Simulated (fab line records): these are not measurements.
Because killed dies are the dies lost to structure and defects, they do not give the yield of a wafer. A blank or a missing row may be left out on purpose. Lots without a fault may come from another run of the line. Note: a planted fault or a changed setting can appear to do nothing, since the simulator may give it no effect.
A struck lot beside a sound one :: flow rit-cmos :: 15 out of 202 route steps
Sound: these wafers, L900.1, L900.4, L900.5. Struck: wafers L909.1, L909.3, L909.6. The cause is named last.
At each step with rows: each side's tool, then ch and its chambers, then its first start. Under that, the readings that differ: sound wafers :: struck wafers :: difference of the means :: sigmas: that difference in standard deviations of wafers without a fault.
alike: readings with means less than 2 such deviations apart, plus words and numbers identical on both sides. not compared: withheld readings, readings lacking a value on some wafer, bounds such as >300 that could conceal the same value, and numbers that have no deviation in the record and whose values overlap.
Wherever a step has rows on one side only, a row that says differs or no value, or a row with sigmas, the two part there. Numbers that have no deviation but don't overlap get no sigmas and don't part them. Lack of a reading on every wafer of one side parts them only where that side has two or more wafers.

RIT_PWELL_TW_MEAS_10:
  struck on film-metro-04, day 4 13:55; sound on film-metro-02, day 2 19:55
  alike: PWELL_TW
then, 1 step without rows for these wafers: RIT_WELLDRIVE_ANNEAL_00 (time 14700 s).
RIT_WELLDRIVE_RS_MEAS_01: a four-point-probe measurement.
  struck on film-metro-02, day 4 19:03; sound on film-metro-02, day 3 01:04
reading: NWELL_RS (ohm/sq)
sound: 275.8 276.7 276.9
struck: 274.5 274.6 273.8
difference: -2.2
sigmas: -3
RIT_WELLDRIVE_RS_MEAS_02: a four-point-probe measurement.
  struck on film-metro-02, day 4 19:10; sound on film-metro-02, day 3 01:11
  alike: PWELL_RS
then, 6 steps without rows for these wafers: RIT_NRETRO_HMDS_00 (prime time 60 s); RIT_NRETRO_COAT_01 (resist thk 1300 nm); RIT_NRETRO_SOFTBAKE_02 (time 60 s); RIT_NRETRO_EXPOSE_03 (exposes mask M4, target cd 43900 nm); RIT_NRETRO_PEB_04; RIT_NRETRO_DEVELOP_05 (develop time 68 s).
RIT_NRETRO_OVL_MEAS_06:
  struck on overlay-02, day 4 20:10; sound on overlay-01, day 3 02:18
  alike: NRETRO_OVL
then, 1 step without rows for these wafers: RIT_NRETRO_HARDBAKE_07 (time 120 s).
RIT_NRETRO_IMPLANT_08:
  sound on implanter-04 ch 0, day 3 02:35; struck on implanter-04 ch 0, day 4 20:28
reading: tilt-deg (degrees)
sound: 7.020 6.994 7.047
struck: 8.308 8.274 8.312
difference: +1.278
sigmas: +64
RIT_NRETRO_STRIP_09: strips in O2, time 180 s.
  sound on plasma-asher-03 ch 0,1, day 3 02:44; struck on plasma-asher-03 ch 0,1, day 4 20:37
  alike: chamber-pressure-mTorr, drypump-motor-current-A, rf-refl-power-W
  not compared: rf-hours-counter-h
RIT_M1_PROBE_99:
  struck on prober-02, day 6 02:16; sound on prober-02, day 4 06:55
  alike: killed-at-contacts, killed-at-front-end, killed-dies, killed-open, killed-short

== WHERE THEY PART ==
First at RIT_WELLDRIVE_RS_MEAS_01; last, within this record, at RIT_NRETRO_IMPLANT_08. Later steps at which nothing parts them and some readings are alike: RIT_NRETRO_STRIP_09, RIT_M1_PROBE_99.

WHY: what had been put in by the simulator
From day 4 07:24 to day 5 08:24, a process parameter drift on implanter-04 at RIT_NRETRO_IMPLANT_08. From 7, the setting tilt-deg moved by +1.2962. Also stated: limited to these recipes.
